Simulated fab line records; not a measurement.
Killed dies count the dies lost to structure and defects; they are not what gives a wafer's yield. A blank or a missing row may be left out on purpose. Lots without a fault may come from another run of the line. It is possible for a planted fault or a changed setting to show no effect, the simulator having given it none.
Which of the tools did it?    flow berkeley_cmos170    21 wafers from 7 lots sampled at 2 of the route's 331 steps

== WHAT EACH GAUGE READ, for each wafer ==
UCB170_V1_THK_MEAS_04.
lot   measured      on             V1_POLISHED_THK (nm)
L717  day 7 15:04   film_metro-04  1000.1 1000.9 999.7
L718  day 7 21:31   film_metro-03  999.1 999.4 999.2
L722  day 9 01:02   film_metro-04  1000.8 1000.6 997.5
L721  day 9 01:20   film_metro-04  1000.3 1001.9 1001.4
L735  day 11 10:19  film_metro-03  1002.1 999.3 1002.4
L738  day 12 13:11  film_metro-03  999.9 998.0 1000.6

== WHICH TOOL RAN EACH LOT (tool, then ch and the chambers of the sampled wafers, then the start) ==
lot   UCB170_V1_CMP_02
L717  cmp-02 ch 0,1,2, day 7 14:41
L718  cmp-02 ch 1,2,3, day 7 21:05
L722  cmp-02 ch 1,2,3, day 9 00:38
L721  cmp-01 ch 0,1,3, day 9 01:04
L727  cmp-02 ch 0,1,2, day 9 13:44
L735  cmp-01 ch 0,1,2, day 11 10:02
L738  cmp-01 ch 1,2,3, day 12 12:46
- UCB170_V1_CMP_02: polishes SiO2.

== THE ANSWER, worked out from the rows above alone ==
Rule: the usual values come from the lots themselves. The widest of any qualifying gaps counts: lots, ordered by their means at a reading, are off when they make up no more than a third of the lots, leave a main group of 4 or more, and stand apart from it by 3 or more times the standard deviation of that group's means. If all means in a main group match to the digits the tables above print for the reading, that group is not used. Also off: a lot with no number at a reading for which 4 or more lots have one. The other lots that the step has rows for count as sound.
No lot is off on any of the readings shown, so nothing can be concluded from this.

== WHAT HAD BEEN PUT IN BY THE SIMULATOR ==
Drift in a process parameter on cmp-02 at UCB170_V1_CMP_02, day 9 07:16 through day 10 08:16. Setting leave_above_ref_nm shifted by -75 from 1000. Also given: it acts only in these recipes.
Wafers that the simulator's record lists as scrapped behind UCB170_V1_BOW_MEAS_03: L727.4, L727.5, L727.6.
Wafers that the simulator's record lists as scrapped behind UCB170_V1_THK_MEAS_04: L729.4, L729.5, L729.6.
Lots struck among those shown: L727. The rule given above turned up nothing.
